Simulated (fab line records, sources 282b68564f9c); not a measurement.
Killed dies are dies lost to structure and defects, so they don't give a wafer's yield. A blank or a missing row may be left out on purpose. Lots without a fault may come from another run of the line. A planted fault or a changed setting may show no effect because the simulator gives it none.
fab line records | flow rit_cmos
record lots=12 wafers=36 last_day=7
route steps=202 shown GATE@84
lots that met no fault: from a run of the same line without faults
start_h: hours from the record's first day to the start of the lot's first wafer shown | wait_h: hours since the lot's step before | " the same as in the row above | L1.1+2: a row that stands for several wafers | - no value, or no start given | * or withheld: withheld | < > ~ a bound
route shown NAME@n: a module of which the file shows steps, and the number in the route of the first | usual: mean/standard deviation of fault-free wafers | same: alike in all rows | chamber/n: place in a boat | sites: the reading at each site | _std_site: their standard deviation | _edge_site: outer sites' mean less inner sites' | radius_mm: how far each site lies from the wafer's centre | mask NAME#n: copy n | behind: the tool/chamber that last shaped the wafer | hold: why the lot was held/for how many hours/how that ended | device: the transistor (n, p or np) that didn't switch | end of line: the same wafers' tests at the end of the route | a step without rows: its recipe alone | killed: dies lost to structure and defects at the first sort, not the wafer's yield | map: a wafer's dies, x killed, . not, _ none there
set.NAME: the setting as run; set.NAME@STEP: as run at that earlier step | model.NAME: the simulator's own value behind a step, which no gauge read
steps of the route over a sample of lots; a table a step, a row a wafer
services: from which hour (start_h, from the record's first day; less than 0 if before it) a tool's chamber was out of use, for how many hours, and why
## steps
# step RIT_GATE_CVD_08
# recipe material=poly-Si target_thk_nm=250 temp_c=610 precursor=SiH4 time_s=2220 pressure_mtorr=300 sih4_flow_sccm=100
# usual pressure_mtorr=300.0/0.62 spike_tc_centre_C=612.6/1.1 spike_tc_load_C=632.5/2.2 spike_tc_source_C=628.4/2 susceptor_temp_C=610.0/0.32 zone_power_centre_pct=26.7/0.58 zone_power_source_pct=10.3/0.78
# columns lot.wafer tool chamber start_h wait_h pressure_mtorr spike_tc_centre_C spike_tc_load_C spike_tc_source_C susceptor_temp_C zone_power_centre_pct zone_power_source_pct
L759.1 lpcvd-01 1 38.50 0.1 299.2 608.7 630.1 630.8 609.9 25.7 9.2
L759.3 " 1 " " 299.9 611.1 631.8 632.0 610.2 25.8 9.3
L759.6 " 1 " " 300.1 611.1 629.5 630.6 610.0 26.4 9.1
L760.1 lpcvd-01 0 41.42 0.1 299.1 613.9 631.2 628.4 609.9 26.4 10.0
L760.3 " 0 " " 298.9 613.4 628.9 627.8 609.8 25.9 10.1
L760.5 " 0 " " 300.6 611.8 631.1 627.9 609.8 26.3 9.9
L761.1 lpcvd-02 1 52.84 0.1 300.0 611.7 635.7 629.1 610.3 27.4 9.9
L761.4 " 1 " " 299.8 612.0 637.0 629.8 610.6 27.1 10.0
L761.5 " 1 " " 300.4 613.6 637.1 629.0 610.2 26.8 10.0
L762.3 lpcvd-02 0 58.73 0.0 300.4 613.7 631.2 626.7 609.8 27.0 11.4
L762.4 " 0 " " 300.1 613.8 630.6 628.1 610.2 26.8 11.5
L762.6 " 0 " " 299.4 613.1 633.8 626.7 610.0 27.2 11.3
L766.1 lpcvd-01 0 79.58 0.1 298.9 592.3 610.0 608.7 589.1 25.2 9.4
L766.2 " 0 " " 300.6 594.0 610.4 606.1 589.2 24.9 9.6
L766.3 " 0 " " 300.1 591.9 610.7 608.4 588.9 25.5 9.3
L768.3 lpcvd-01 0 85.51 0.0 299.4 592.2 610.7 607.4 588.4 25.1 9.5
L768.5 " 0 " " 299.1 590.8 609.9 606.8 589.2 25.7 9.5
L768.6 " 0 " " 298.5 591.0 610.6 608.1 588.7 25.1 9.4
L771.2 lpcvd-02 0 98.75 1.2 300.2 614.0 631.1 623.9 610.2 27.3 11.2
L771.3 " 0 " " 300.2 610.5 633.8 626.1 610.0 27.4 11.2
L771.5 " 0 " " 300.1 612.1 631.7 624.9 610.1 26.6 11.2
L772.4 lpcvd-02 1 102.79 0.0 300.8 614.9 637.4 627.3 609.8 27.6 9.9
L772.5 " 1 " " 300.8 613.2 636.7 629.3 610.0 27.0 9.9
L772.6 " 1 " " 300.5 612.6 636.1 630.9 609.4 27.1 10.0
L778.2 lpcvd-02 0 131.34 0.0 300.3 613.6 632.8 626.1 610.1 27.7 11.3
L778.3 " 0 " " 300.6 612.6 633.2 626.1 610.3 27.2 11.4
L778.5 " 0 " " 299.4 612.0 633.6 626.6 609.8 27.0 11.6
L779.2 lpcvd-02 1 137.66 0.0 300.1 614.0 634.9 629.8 609.8 27.4 10.0
L779.3 " 1 " " 300.4 614.3 637.4 628.6 610.4 27.0 10.0
L779.6 " 1 " " 299.8 611.4 637.8 628.6 610.1 27.0 10.0
L780.1 lpcvd-02 0 143.16 0.6 299.0 611.6 633.1 625.7 609.4 26.8 11.4
L780.2 " 0 " " 298.7 611.8 633.0 626.1 609.5 27.5 11.2
L780.4 " 0 " " 298.7 613.1 633.2 625.6 609.4 27.3 11.3
L782.2 lpcvd-02 0 149.84 0.0 300.6 612.3 632.1 625.8 610.7 27.3 11.4
L782.4 " 0 " " 300.3 613.0 631.4 626.5 610.5 27.6 11.2
L782.5 " 0 " " 299.9 611.1 633.8 625.3 610.7 27.5 11.4
# step RIT_GATE_THK_MEAS_09
# recipe reads=poly-Si_of_GATE_CVD_08
# usual GATE_POLY_THK=252.6/2.5
# columns lot.wafer tool chamber start_h wait_h GATE_POLY_THK[nm]
L759.1 film_metro-01 - 40.12 0.0 248.2
L759.3 " - " " 248.1
L759.6 " - " " 249.8
L760.1 film_metro-04 - 43.04 0.0 250.3
L760.3 " - " " 249.5
L760.5 " - " " 248.5
L761.1 film_metro-01 - 54.45 0.0 256.5
L761.4 " - " " 252.1
L761.5 " - " " 253.7
L762.3 film_metro-01 - 60.37 0.0 251.1
L762.4 " - " " 250.5
L762.6 " - " " 252.6
L766.1 film_metro-01 - 82.00 0.0 155.5
L766.2 " - " " 154.0
L766.3 " - " " 154.1
L768.3 film_metro-04 - 87.96 0.0 151.6
L768.5 " - " " 152.5
L768.6 " - " " 152.4
L771.2 film_metro-01 - 100.37 0.0 251.6
L771.3 " - " " 252.5
L771.5 " - " " 251.1
L772.4 film_metro-01 - 104.44 0.0 256.8
L772.5 " - " " 256.0
L772.6 " - " " 259.2
L778.2 film_metro-04 - 132.96 0.0 253.9
L778.3 " - " " 256.4
L778.5 " - " " 255.6
L779.2 film_metro-04 - 139.29 0.0 253.8
L779.3 " - " " 253.7
L779.6 " - " " 253.3
L780.1 film_metro-04 - 144.78 0.0 256.1
L780.2 " - " " 254.7
L780.4 " - " " 257.0
L782.2 film_metro-01 - 151.46 0.0 250.4
L782.4 " - " " 247.0
L782.5 " - " " 249.0
# step RIT_GATE_ETCH_19
# recipe chemistry=SF6/CHF3/O2 time_s=165 SF6_flow_sccm=30 CHF3_flow_sccm=30 O2_flow_sccm=5 target=poly-Si pressure_mtorr=40 rf_w=160 target_depth_a=3125 over_etch_frac=0.25 stop_on=SiO2
# usual drypump_motor_current_A=5.8/0.43 oes_product_au=0.849/0.013 throttle_valve_pct=10.31/0.096
# columns lot.wafer tool chamber start_h wait_h drypump_motor_current_A oes_product_au rf_hours_counter_h throttle_valve_pct
L759.1 rie_si-02 2 41.34 0.1 5.2 0.821 19 10.39
L759.3 " 3 " " 5.8 0.845 121 10.51
L759.6 " 1 " " 5.2 0.838 - 10.25
L760.1 rie_si-01 1 44.32 0.1 5.9 0.849 26 10.32
L760.3 " 3 " " 5.5 0.824 3 10.21
L760.5 " 2 " " 6.0 0.842 - 10.25
L761.1 rie_si-02 0 55.67 0.1 6.6 0.861 1 10.36
L761.4 " 2 " " 5.2 0.842 20 10.39
L761.5 " 0 " " 6.6 0.856 - 10.34
L762.3 rie_si-01 2 61.57 0.1 6.0 0.861 137 10.23
L762.4 " 0 " " 5.8 0.848 39 10.22
L762.6 " 1 " " 5.9 0.866 - 10.32
L766.1 rie_si-01 1 83.34 0.1 5.9 0.625 26 10.31
L766.2 " 0 " " 5.7 0.614 39 10.22
L766.3 " 2 " " 6.0 0.630 137 10.25
L768.3 rie_si-01 1 89.17 0.1 5.9 0.619 26 10.32
L768.5 " 0 " " 5.8 0.615 - 10.21
L768.6 " 1 " " 5.9 0.626 - 10.32
L771.2 rie_si-02 1 102.06 0.1 5.2 0.845 33 10.25
L771.3 " 2 " " 5.2 0.830 20 10.39
L771.5 " 3 " " 5.8 0.851 - 10.50
L772.4 rie_si-01 1 105.77 0.1 5.9 0.872 27 10.33
L772.5 " 2 " " 6.0 0.864 - 10.24
L772.6 " 1 " " 5.9 0.878 - 10.32
L778.2 rie_si-01 3 134.29 0.1 5.5 0.840 4 10.23
L778.3 " 1 " " 5.9 0.870 27 10.31
L778.5 " 1 " " 5.9 0.873 - 10.33
L779.2 rie_si-02 1 140.62 0.1 5.2 0.859 34 10.25
L779.3 " 3 " " 5.8 0.852 122 10.53
L779.6 " 0 " " 6.6 0.854 - 10.35
L780.1 rie_si-01 3 146.22 0.1 5.5 0.829 4 10.22
L780.2 " 1 " " 5.9 0.868 27 10.32
L780.4 " 0 " " 5.8 0.856 40 10.22
L782.2 rie_si-01 3 153.04 0.1 5.5 0.824 4 10.23
L782.4 " 2 " " 6.0 0.843 138 10.22
L782.5 " 3 " " 5.5 0.827 - 10.22
## services
# columns tool chamber start_h hours kind
rie_si-02 - 56.97 2.8 pm
## key
first_sign step=RIT_GATE_CVD_08 reading=susceptor_temp_C direction=down sigmas=66 usual=* struck=*
effect step=RIT_GATE_CVD_08 reading=spike_tc_centre_C direction=down sigmas=18 usual=612.6 struck=592.0
effect step=RIT_GATE_THK_MEAS_09 reading=GATE_POLY_THK direction=down sigmas=40 usual=252.6 struck=153.4
effect step=RIT_GATE_ETCH_19 reading=oes_product_au direction=down sigmas=18 usual=0.849 struck=0.622
met_at RIT_GATE_CVD_08
struck_lots L766,L768
struck_wafers L766.1,L766.2,L766.3,L768.3,L768.5,L768.6
tester_left_out L766,L768
onset_between 41.42 79.58
fault kind=process_parameter_drift tool=lpcvd-01 chamber=0 onset_h=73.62 steps=RIT_GATE_CVD_08 channel=temp_c offset=* shape=step end_h=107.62 acts_in=* stated=*
# tester_left_out: of these lots the tester's yield and bins aren't shown, on N5 and GAA mostly nor the transistor test; their killed dies are dies lost to structure and defects alone, not to doping, threshold or leakage, so they don't give the yield
